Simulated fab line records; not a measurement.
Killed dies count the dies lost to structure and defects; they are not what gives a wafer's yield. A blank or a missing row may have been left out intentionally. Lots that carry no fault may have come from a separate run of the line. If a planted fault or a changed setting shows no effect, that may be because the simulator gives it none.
Which tool did it? / flow berkeley-cmos170 / 7 lots, 21 wafers sampled, at 1 step of a route of 331

## WHAT EACH GAUGE READ, for each wafer
UCB170_PWELL_TW_MEAS_17.
lot=L194; measured=day 3 09:12; on=film-metro-01; PWELL_TW=379.6 378.0 378.8
lot=L198; measured=day 4 06:35; on=film-metro-01; PWELL_TW=377.2 376.9 376.4
lot=L201; measured=day 4 13:20; on=film-metro-03; PWELL_TW=380.1 382.6 383.5
lot=L203; measured=day 5 08:13; on=film-metro-04; PWELL_TW=380.6 379.7 380.3
lot=L207; measured=day 5 22:37; on=film-metro-04; PWELL_TW=379.8 380.9 376.3
lot=L214; measured=day 7 15:55; on=film-metro-01; PWELL_TW=379.2 376.9 377.2
lot=L213; measured=day 7 19:10; on=film-metro-01; PWELL_TW=377.7 379.1 380.5

## WHICH TOOL RAN EACH LOT (tool, then ch and the chambers of the sampled wafers, then the start)
Record: no process step prior to these readings.

## THE ANSWER, worked out from the rows above alone
Rule: the lots themselves supply what counts as usual. Put in order of their means at a reading, lots are off if they are a third of the lots or fewer, leave a main group of 4 or more, and stand apart from it by a gap of 3 or more times the standard deviation of the main group's means; of several such gaps the widest counts. Not used: any main group whose means are identical at the precision the tables above print for the reading. A lot without any number at a reading at which 4 lots or more have one is off too. Where the step has rows for the other lots, those lots are counted as sound.
No lot is off at any reading shown: from this, nothing can be told.

## WHAT THE SIMULATOR PUT IN
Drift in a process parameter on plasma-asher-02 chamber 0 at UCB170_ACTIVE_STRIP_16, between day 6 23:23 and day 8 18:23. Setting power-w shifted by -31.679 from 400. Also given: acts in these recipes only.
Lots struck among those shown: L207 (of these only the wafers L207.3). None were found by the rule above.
